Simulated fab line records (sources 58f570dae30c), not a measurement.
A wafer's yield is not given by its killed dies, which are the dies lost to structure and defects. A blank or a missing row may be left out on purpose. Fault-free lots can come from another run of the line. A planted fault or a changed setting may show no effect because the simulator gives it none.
Split-lot experiment / flow berkeley cmos170 / on a route of 331 steps: 5 lots, 23 wafers read

ON THE SPLIT
At UCB170_PFIELD_COAT_01 (resist thk 900 nm), the setting spin rpm was moved away from the recipe's 1500 rpm on 5 of the 23 wafers read, by +4.5% to +4.8%. The other wafers ran this setting at the recipe's value.

FROM THE SPLIT TO THE READING: what the file shows between them, 3 steps
- UCB170_PFIELD_SOFTBAKE_02: time 60 s (also split here: time s)
- UCB170_PFIELD_EXPOSE_03: exposes mask PFIELD, target cd 1500 nm
- UCB170_PFIELD_PEB_04

THE READING
KrF_of_PFIELD_COAT_01.thk nm (the simulator's own value, which no gauge read), in nm, at UCB170_PFIELD_DEVELOP_05 (develop time 45 s). No usual value for it is given in the file. Across the 18 wafers here that went through the recipe, the average is 886.5 nm and the standard deviation 1.9 nm.

wafer=L077.1; tool, chamber at the split=litho track-01, 0; spin rpm as run, rpm=1500; against the recipe=recipe; KrF_of_PFIELD_COAT_01.thk nm, nm=883.4; against lot-mates on the recipe=-
wafer=L077.2; tool, chamber at the split=litho track-01, 0; spin rpm as run, rpm=1500; against the recipe=recipe; KrF_of_PFIELD_COAT_01.thk nm, nm=886.7; against lot-mates on the recipe=-
wafer=L077.4; tool, chamber at the split=litho track-01, 0; spin rpm as run, rpm=1500; against the recipe=recipe; KrF_of_PFIELD_COAT_01.thk nm, nm=885.6; against lot-mates on the recipe=-
wafer=L080.2; tool, chamber at the split=litho track-01, 0; spin rpm as run, rpm=1500; against the recipe=recipe; KrF_of_PFIELD_COAT_01.thk nm, nm=884.7; against lot-mates on the recipe=-
wafer=L080.3; tool, chamber at the split=litho track-01, 0; spin rpm as run, rpm=1500; against the recipe=recipe; KrF_of_PFIELD_COAT_01.thk nm, nm=884.4; against lot-mates on the recipe=-
wafer=L080.4; tool, chamber at the split=litho track-01, 0; spin rpm as run, rpm=1568; against the recipe=+4.5%; KrF_of_PFIELD_COAT_01.thk nm, nm=862.8; against lot-mates on the recipe=-21.8
wafer=L080.5; tool, chamber at the split=litho track-01, 0; spin rpm as run, rpm=1568; against the recipe=+4.5%; KrF_of_PFIELD_COAT_01.thk nm, nm=865; against lot-mates on the recipe=-19.5
wafer=L080.6; tool, chamber at the split=litho track-01, 0; spin rpm as run, rpm=1568; against the recipe=+4.5%; KrF_of_PFIELD_COAT_01.thk nm, nm=865.3; against lot-mates on the recipe=-19.2
wafer=L082.1; tool, chamber at the split=litho track-01, 0; spin rpm as run, rpm=1500; against the recipe=recipe; KrF_of_PFIELD_COAT_01.thk nm, nm=885.7; against lot-mates on the recipe=-
wafer=L082.2; tool, chamber at the split=litho track-01, 0; spin rpm as run, rpm=1500; against the recipe=recipe; KrF_of_PFIELD_COAT_01.thk nm, nm=883.4; against lot-mates on the recipe=-
wafer=L082.4; tool, chamber at the split=litho track-01, 0; spin rpm as run, rpm=1500; against the recipe=recipe; KrF_of_PFIELD_COAT_01.thk nm, nm=887.9; against lot-mates on the recipe=-
wafer=L082.5; tool, chamber at the split=litho track-01, 0; spin rpm as run, rpm=1500; against the recipe=recipe; KrF_of_PFIELD_COAT_01.thk nm, nm=888.4; against lot-mates on the recipe=-
wafer=L082.6; tool, chamber at the split=litho track-01, 0; spin rpm as run, rpm=1500; against the recipe=recipe; KrF_of_PFIELD_COAT_01.thk nm, nm=887.4; against lot-mates on the recipe=-
wafer=L084.1; tool, chamber at the split=litho track-04, 0; spin rpm as run, rpm=1500; against the recipe=recipe; KrF_of_PFIELD_COAT_01.thk nm, nm=886.9; against lot-mates on the recipe=-
wafer=L084.2; tool, chamber at the split=litho track-04, 0; spin rpm as run, rpm=1572; against the recipe=+4.8%; KrF_of_PFIELD_COAT_01.thk nm, nm=865.6; against lot-mates on the recipe=-20.7
wafer=L084.4; tool, chamber at the split=litho track-04, 0; spin rpm as run, rpm=1572; against the recipe=+4.8%; KrF_of_PFIELD_COAT_01.thk nm, nm=862.4; against lot-mates on the recipe=-23.9
wafer=L084.5; tool, chamber at the split=litho track-04, 0; spin rpm as run, rpm=1500; against the recipe=recipe; KrF_of_PFIELD_COAT_01.thk nm, nm=886.1; against lot-mates on the recipe=-
wafer=L084.6; tool, chamber at the split=litho track-04, 0; spin rpm as run, rpm=1500; against the recipe=recipe; KrF_of_PFIELD_COAT_01.thk nm, nm=885.9; against lot-mates on the recipe=-
wafer=L083.1; tool, chamber at the split=litho track-01, 0; spin rpm as run, rpm=1500; against the recipe=recipe; KrF_of_PFIELD_COAT_01.thk nm, nm=886.9; against lot-mates on the recipe=-
wafer=L083.2; tool, chamber at the split=litho track-01, 0; spin rpm as run, rpm=1500; against the recipe=recipe; KrF_of_PFIELD_COAT_01.thk nm, nm=887; against lot-mates on the recipe=-
wafer=L083.3; tool, chamber at the split=litho track-01, 0; spin rpm as run, rpm=1500; against the recipe=recipe; KrF_of_PFIELD_COAT_01.thk nm, nm=887.3; against lot-mates on the recipe=-
wafer=L083.5; tool, chamber at the split=litho track-01, 0; spin rpm as run, rpm=1500; against the recipe=recipe; KrF_of_PFIELD_COAT_01.thk nm, nm=888.3; against lot-mates on the recipe=-
wafer=L083.6; tool, chamber at the split=litho track-01, 0; spin rpm as run, rpm=1500; against the recipe=recipe; KrF_of_PFIELD_COAT_01.thk nm, nm=891.4; against lot-mates on the recipe=-

FIT RESULTS
A straight line over all 23 wafers: KrF_of_PFIELD_COAT_01.thk nm changes by -4.8 nm for each +1% of spin rpm; r = -0.98; the points scatter about the line by 1.9 nm.
The same after taking each lot's own level away (the mean of its wafers on the recipe; 23 wafers): -4.54 nm for each +1%; r = -0.99; scatter 1.5 nm.
That fit puts the effect of the largest move of spin rpm on the reading at 22 nm.
Measured against the standard deviation above, the lots' own levels, which go from 884.55 to 888.18 nm, span 1.9 times it.
Consequently the slope shifts little with the lot-to-lot level, the two slopes agreeing.
Check: for one of the wafers moved furthest among these (+4.8%), held out of the fit, the line's prediction against its lot-mates is -22.1 nm. Against them it came out at -20.7 nm.

THESE WAFERS: OTHER SPLITS
Note: prior to the reading, these wafers also went through further splits. Each is held against what the fit with the lots' levels taken away leaves over:
other split on the same wafers=UCB170_START_OXIDATION_02 temp c; wafers away from the commonest value=10; r with KrF_of_PFIELD_COAT_01.thk nm (lot level and that fit taken away)=-0.07
other split on the same wafers=UCB170_NWELL_CVD_04 time s; wafers away from the commonest value=10; r with KrF_of_PFIELD_COAT_01.thk nm (lot level and that fit taken away)=+0.00
other split on the same wafers=UCB170_NWELL_EXPOSE_09 dose mj; wafers away from the commonest value=6; r with KrF_of_PFIELD_COAT_01.thk nm (lot level and that fit taken away)=-0.06
other split on the same wafers=UCB170_PWELL_IMPLANT_15 energy kev; wafers away from the commonest value=7; r with KrF_of_PFIELD_COAT_01.thk nm (lot level and that fit taken away)=+0.06
other split on the same wafers=UCB170_ACTIVE_EXPOSE_10 dose mj; wafers away from the commonest value=9; r with KrF_of_PFIELD_COAT_01.thk nm (lot level and that fit taken away)=-0.14
other split on the same wafers=UCB170_ACTIVE_PEB_11 peb temp c; wafers away from the commonest value=5; r with KrF_of_PFIELD_COAT_01.thk nm (lot level and that fit taken away)=+0.04
other split on the same wafers=UCB170_PFIELD_SOFTBAKE_02 time s; wafers away from the commonest value=4; r with KrF_of_PFIELD_COAT_01.thk nm (lot level and that fit taken away)=-0.29

THE WHOLE CHAIN: every reading that the file lists as answering this split, in the file's order
step=UCB170_PFIELD_COAT_01; what it does=resist thk 900 nm; reading=KrF_of_PFIELD_COAT_01.thk nm (the simulator's own value, which no gauge read); change (the file's fit)=-4.56 nm for each +1% of the setting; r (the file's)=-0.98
step=UCB170_PFIELD_DEVELOP_05; what it does=develop time 45 s; reading=KrF_of_PFIELD_COAT_01.thk nm (the simulator's own value, which no gauge read); change (the file's fit)=-4.55 nm for each +1% of the setting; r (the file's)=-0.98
step=UCB170_PFIELD_STRIP_08; what it does=strips in O2; reading=strip time to endpoint s; change (the file's fit)=withheld for each +1% of the setting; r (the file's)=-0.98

THE FILE'S OWN FIT
KrF_of_PFIELD_COAT_01.thk nm changes by -4.55 nm for each +1% of spin rpm, r = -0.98.
